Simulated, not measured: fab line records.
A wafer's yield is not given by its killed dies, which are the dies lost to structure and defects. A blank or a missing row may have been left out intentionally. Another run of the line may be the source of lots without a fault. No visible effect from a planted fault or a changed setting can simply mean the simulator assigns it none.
Comparing a struck lot with a sound one -- flow rit-cmos -- 15 steps out of a route of 202
Sound: these wafers, L188.2, L188.4, L188.5. Wafers struck: L193.2, L193.5, L193.6. The cause comes at the end.
At each step with rows: each side's tool, then ch and its chambers, then its first start. Under that, the readings that differ: sound wafers -- struck wafers -- difference of the means -- sigmas: that difference in standard deviations of wafers without a fault.
alike: same words and numbers on both sides, and readings whose means sit less than 2 such deviations apart. not compared: any withheld reading, any reading some wafer has no value for, any bound like >300 that may hide the same value, and any number with overlapping values for which the record gives no deviation.
A row with sigmas, a row that says differs or no value, or rows on one side alone: a step with any of these is where the two part. When numbers do not overlap yet have no deviation, they are printed without sigmas and do not part them. A reading that every wafer of one side lacks parts them only if that side has two wafers or more.

first, 5 steps without rows for these wafers: RIT_M1_COAT_04 (resist thk 1300 nm); RIT_M1_SOFTBAKE_05 (time 60 s); RIT_M1_EXPOSE_06 (exposes mask M12, target cd 2600 nm); RIT_M1_PEB_07; RIT_M1_DEVELOP_08 (develop time 68 s).
RIT_M1_CD_MEAS_09 targets a cd of 2600 nm.
  struck on cd-sem-01, day 5 20:34; sound on cd-sem-01, day 5 00:20
reading,sound,struck,difference,sigmas
cd-nm (nm),2599.6 2600.4 2602.3,2605.3 2604.6 2605.6,+4.4,+2
RIT_M1_OVL_MEAS_10:
  struck on overlay-01, day 5 20:41; sound on overlay-02, day 5 00:26
  alike: M1_OVL
then, 1 step without rows for these wafers: RIT_M1_HARDBAKE_11 (time 120 s).
RIT_M1_METAL_ETCH_12: etches Al in Cl2/BCl3, stops on SiO2, time 165 s, target depth 600 nm.
  sound on rie-metal-01 ch 0,1, day 5 00:43; struck on rie-metal-03 ch 0,1, day 5 21:04
reading,sound,struck,difference,sigmas
bcl3-flow-sccm (sccm),49.94 50.09 49.75,50.08 50.26 50.28,+0.28,+2
  alike: drypump-motor-current-A, oes-product-au, throttle-valve-pct
  not compared: rf-hours-counter-h
then, 1 step without rows for these wafers: RIT_M1_STRIP_13 (strips in nmp, time 600 s).
RIT_M1_STRIP_14: strips in O2, time 180 s.
  sound on plasma-asher-04 ch 0,1, day 5 01:03; struck on plasma-asher-01 ch 0,1, day 5 21:26
  alike: drypump-motor-current-A
  not compared: rf-hours-counter-h
RIT_M1_CD_MEAS_90 targets a cd of 2600 nm.
  struck on cd-sem-01, day 5 21:37; sound on cd-sem-01, day 5 01:15
reading,sound,struck,difference,sigmas
cd-nm (nm),2595 2599 2600,2607 2604 2608,+8,+3
RIT_M1_ANNEAL_15: time 1839 s.
  sound on furnace-02 ch 0, day 5 01:21; struck on furnace-02 ch 0, day 5 21:43
reading,sound,struck,difference,sigmas
spike-tc-centre-C (C),453.0 454.1 453.6,487.9 488.2 487.6,+34.3,+34
spike-tc-load-C (C),469.4 468.6 467.6,504.2 504.3 503.4,+35.4,+37
spike-tc-source-C (C),464.8 465.1 464.2,501.3 500.2 502.3,+36.6,+33
tube-center-temp-C (C),450.01 449.97 450.01,485.14 485.13 485.16,+35.15,+99 or more
tube_center_temp_C_max,451.25 451.10 450.82,486.47 486.33 485.88,+35.17,+99 or more
zone-power-centre-pct (%),18.52 18.60 18.48,19.89 19.90 19.95,+1.38,+7
zone-power-load-pct (%),6.66 6.63 6.65,7.44 7.44 7.56,+0.83,+13
zone-power-source-pct (%),6.82 6.88 6.75,7.79 7.68 7.70,+0.91,+13
RIT_M1_BOW_MEAS_16:
  struck on film-metro-02, day 5 23:14; sound on film-metro-03, day 5 02:52
  alike: M1_BOW
RIT_M1_PROBE_99:
  struck on prober-01, day 5 23:23; sound on prober-01, day 5 03:01
reading,sound,struck,difference,sigmas
model.etest.tester.sort-n-pass,260 259 256,0 0 0,-258,
model.etest.tester.sort-yield-pct (%),98.48 98.11 96.97,0 0 0,-98,
model.etest.nmos_0p15.junction-log10-a-um,-13.5 -13.6 -13.57,-7.378 -7.517 -8.053,+5.907,
model.etest.nmos-narrow.off-log10-a-um,-13.37 -13.21 -13.21,-7.378 -7.517 -8.053,+5.614,
model.etest.nmos_0p3.off-log10-a-um,-12.97 -13.04 -13.15,-7.378 -7.517 -8.053,+5.404,
model.etest.gate-end-array.leak-log10-a-um,-12.8 -12.75 -12.87,-7.314 -7.302 -7.947,+5.286,
model.etest.pmos_0p15.junction-log10-a-um,-13.81 -13.77 -13.88,-8.379 -8.517 -9.053,+5.170,
model.etest.contact-diode-array.leak-log10-a (angstrom),-9.888 -9.586 -9.363,-4.007 -4.264 -4.767,+5.266,
  alike: defect-limited-yield, killed-at-front-end, killed-dies, killed-open, killed-short

## WHERE THEY PART
At RIT_M1_CD_MEAS_09 first; at RIT_M1_ANNEAL_15 last (within this record only). Later steps at which nothing parts them and some readings are alike: RIT_M1_BOW_MEAS_16, RIT_M1_PROBE_99.

WHY: what had been put in by the simulator
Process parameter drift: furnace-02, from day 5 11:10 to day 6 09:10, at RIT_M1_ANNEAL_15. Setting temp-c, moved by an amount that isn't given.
